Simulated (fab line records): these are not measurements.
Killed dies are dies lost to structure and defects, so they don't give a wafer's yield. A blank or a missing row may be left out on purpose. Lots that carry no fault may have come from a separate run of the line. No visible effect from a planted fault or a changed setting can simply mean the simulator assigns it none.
fab line records    flow rit-cmos
record lots=15  wafers=45  last-day=7
route steps=202 shown PWELL@47 M1@202
lots that met no fault: from a run of the same line without faults
start-h: hours from the record's opening day to when the first of the lot's shown wafers began    wait-h: how many hours have passed since the lot's step before this one    " identical to the entry in the row above    L1.1+2: several wafers, shown together as one row    - either no value or no given start    * or withheld: withheld    < > ~ a bound
route shown NAME@n: a module of which the file shows steps, and the number in the route of the first    usual: the fault-free wafers' mean and standard deviation    same: alike in all rows    chamber/n: place in a boat    sites: per-site readings    _std_site: standard deviation across them    _edge_site: the outer-site mean with the inner-site mean subtracted    radius-mm: how far each site lies from the wafer's centre    mask NAME#n: copy n    behind: tool/chamber where the wafer was last shaped    hold: the reason the lot was held/the length of the hold in hours/how it ended    device: which transistor (n, p or np) failed to switch    end of line: the tests these same wafers got at the end of their route    a step without rows: its recipe alone    killed: count of dies lost to structure and defects at first sort (not the wafer's yield)    map: shows each die of a wafer: x if killed, . if not, _ if none is there
set.NAME: setting as actually run; set.NAME@STEP: the setting as run at that earlier step    model.NAME: the simulator's own value behind a step, which no gauge read
route steps across a sampled set of lots; one table per step, one row per wafer
services: a tool's chamber out of use, with start hour (start-h, from the record's first day; less than 0 if before it), hours out, and reason
## steps
# step RIT_PWELL_IMPLANT_08
# recipe species=B  energy-kev=170  dose-cm2=7e+13  tilt-deg=7
# usual beam-on-s=9.98/0.19  dose-ions-cm2=6.999e+13/7.2e+10  faraday-current-uA=222/4.2
lot.wafer  tool          chamber  start-h  wait-h  beam-on-s  dose-ions-cm2  faraday-current-uA
L746.1     implanter-03  0        22.76    0.2     9.94       7.009e+13      224
L746.2     "             0        "        "       10.04      6.999e+13      221
L746.5     "             0        "        "       10.02      7.011e+13      221
L748.2     implanter-04  0        33.89    0.2     9.87       6.998e+13      225
L748.3     "             0        "        "       9.82       6.998e+13      225
L748.5     "             0        "        "       9.81       6.997e+13      227
L749.4     implanter-02  0        37.18    0.2     9.88       7.001e+13      224
L749.5     "             0        "        "       10.17      6.99e+13       218
L749.6     "             0        "        "       9.90       6.995e+13      224
L751.1     implanter-03  0        47.82    0.2     10.08      6.998e+13      221
L751.3     "             0        "        "       10.25      6.993e+13      216
L751.5     "             0        "        "       9.95       6.994e+13      222
L752.2     implanter-03  0        53.63    0.2     9.99       7.005e+13      223
L752.5     "             0        "        "       9.95       7.003e+13      223
L752.6     "             0        "        "       9.81       7.003e+13      226
L754.1     implanter-04  0        62.97    0.2     10.03      6.644e+13      210
L754.2     "             0        "        "       9.76       6.652e+13      216
L754.5     "             0        "        "       10.04      6.654e+13      209
L755.3     implanter-04  0        69.56    0.2     10.00      6.64e+13       213
L755.5     "             0        "        "       10.38      6.641e+13      203
L755.6     "             0        "        "       9.89       6.636e+13      212
L756.1     implanter-04  0        72.27    0.2     10.56      6.648e+13      200
L756.2     "             0        "        "       10.16      6.642e+13      207
L756.5     "             0        "        "       10.13      6.658e+13      207
L759.2     implanter-03  0        88.06    0.2     10.13      7.007e+13      219
L759.3     "             0        "        "       10.08      7.006e+13      220
L759.5     "             0        "        "       9.92       7.003e+13      223
L760.1     implanter-03  0        92.21    0.2     9.95       6.991e+13      221
L760.3     "             0        "        "       9.74       7.01e+13       229
L760.4     "             0        "        "       10.19      6.994e+13      218
L762.2     implanter-03  0        102.26   0.2     9.82       7.001e+13      226
L762.3     "             0        "        "       10.02      7.003e+13      222
L762.4     "             0        "        "       9.92       7.001e+13      225
L763.1     implanter-02  0        107.37   0.2     10.50      7.003e+13      212
L763.2     "             0        "        "       9.92       6.995e+13      223
L763.3     "             0        "        "       9.77       7.002e+13      228
L767.1     implanter-03  0        127.25   0.2     9.89       6.989e+13      224
L767.2     "             0        "        "       10.00      6.996e+13      223
L767.6     "             0        "        "       10.13      6.992e+13      220
L768.2     implanter-04  0        136.19   0.2     10.04      7e+13          222
L768.3     "             0        "        "       10.09      7.001e+13      220
L768.6     "             0        "        "       10.36      6.999e+13      215
L769.2     implanter-03  0        139.97   0.2     9.98       7.002e+13      223
L769.3     "             0        "        "       9.73       6.997e+13      227
L769.4     "             0        "        "       9.93       6.998e+13      224
# step RIT_WELLDRIVE_RS_MEAS_02
# recipe thk-meas-gauge=four-point-probe
# usual PWELL_RS=429.5/1.1
lot.wafer  tool           chamber  start-h  wait-h  PWELL_RS[ohm/sq]
L746.1     film-metro-04  -        28.35    0.1     430.0
L746.2     "              -        "        "       429.2
L746.5     "              -        "        "       429.7
L748.2     film-metro-04  -        39.48    0.1     429.8
L748.3     "              -        "        "       429.5
L748.5     "              -        "        "       430.0
L749.4     film-metro-02  -        42.97    0.1     428.6
L749.5     "              -        "        "       430.5
L749.6     "              -        "        "       430.2
L751.1     film-metro-04  -        53.41    0.1     429.0
L751.3     "              -        "        "       427.9
L751.5     "              -        "        "       429.2
L752.2     film-metro-02  -        59.21    0.1     428.8
L752.5     "              -        "        "       427.3
L752.6     "              -        "        "       427.0
L754.1     film-metro-03  -        69.29    0.1     445.7
L754.2     "              -        "        "       444.4
L754.5     "              -        "        "       445.3
L755.3     film-metro-03  -        75.14    0.1     441.9
L755.5     "              -        "        "       443.3
L755.6     "              -        "        "       442.1
L756.1     film-metro-04  -        79.22    0.1     442.5
L756.2     "              -        "        "       444.0
L756.5     "              -        "        "       443.9
L759.2     film-metro-04  -        93.64    0.1     430.8
L759.3     "              -        "        "       429.3
L759.5     "              -        "        "       429.3
L760.1     film-metro-03  -        98.70    0.1     429.3
L760.3     "              -        "        "       431.0
L760.4     "              -        "        "       429.1
L762.2     film-metro-03  -        108.37   0.1     428.6
L762.3     "              -        "        "       431.1
L762.4     "              -        "        "       430.5
L763.1     film-metro-02  -        113.24   0.1     428.8
L763.2     "              -        "        "       429.2
L763.3     "              -        "        "       429.2
L767.1     film-metro-04  -        132.84   0.1     431.7
L767.2     "              -        "        "       432.0
L767.6     "              -        "        "       430.9
L768.2     film-metro-03  -        141.81   0.1     431.1
L768.3     "              -        "        "       429.2
L768.6     "              -        "        "       429.3
L769.2     film-metro-02  -        146.89   0.1     427.6
L769.3     "              -        "        "       427.2
L769.4     "              -        "        "       428.9
# step RIT_M1_PROBE_99
# usual killed_at_M0_to_M3=0.0/0.083  killed-at-contacts=0.0/0.2  killed-at-front-end=7/3.1  killed-dies=7/3.1  killed-open=3.5/1.9  killed-short=3.6/2.1
# same gross-dies=264  killed_at_M4_up=0  killed-at-back-side=0  killed-at-other=0
lot.wafer  tool       chamber  start-h  wait-h  killed_at_M0_to_M3  killed-at-contacts  killed-at-front-end  killed-dies  killed-open  killed-short
L762.2     prober-02  -        137.45   0.1     0                   0                   4                    4            3            1
L762.3     prober-02  -        137.50   0.2     0                   0                   5                    5            4            1
L762.4     prober-02  -        137.55   0.2     0                   0                   6                    6            3            3
# killed by level:class
L762.2 GATE:geometric-particle:open=1 GATE:geometric-particle:short=1 REOX:geometric-particle:open=1 SPACER:geometric-particle:open=1
L762.3 FOX1:geometric-particle:open=1 FOX2:geometric-particle:open=1 REOX:geometric-particle:open=1 SILICIDE:geometric-particle:short=1 SILICIDE:geometric-particle:open=1
L762.4 FOX1:geometric-particle:open=2 GATE:geometric-particle:open=1 REOX:geometric-particle:short=1 SPACER:geometric-particle:short=1 SILICIDE:geometric-particle:short=1
## services
tool          chamber  start-h  hours  kind
implanter-02  -        67.03    3.9    pm
implanter-04  -        76.94    5.0    pm
implanter-03  -        123.40   1.6    repair
implanter-04  -        138.11   7.0    repair
## key
first-sign step=RIT_PWELL_IMPLANT_08  reading=dose-ions-cm2  direction=down  sigmas=49  usual=6.999e+13  struck=6.646e+13
effect step=RIT_PWELL_IMPLANT_08  reading=faraday-current-uA  direction=down  sigmas=3.3  usual=222  struck=208
effect step=RIT_WELLDRIVE_RS_MEAS_02  reading=PWELL_RS  direction=up  sigmas=13  usual=429.5  struck=443.7
met-at RIT_PWELL_IMPLANT_08
struck-lots L754,L755,L756
tester-left-out L754,L755,L756
onset-between 33.89 62.97
fault kind=process-parameter-drift  tool=implanter-04  chamber=-  onset-h=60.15  steps=RIT_PWELL_IMPLANT_08  channel=dose-cm2  offset=-3.5e+12  shape=step  end-h=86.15  acts-in=these-recipes-only  stated=7e+13
# tester-left-out: of these lots the tester's yield and bins aren't shown, on N5 and GAA mostly nor the transistor test; their killed dies are dies lost to structure and defects alone, not to doping, threshold or leakage, so they don't give the yield
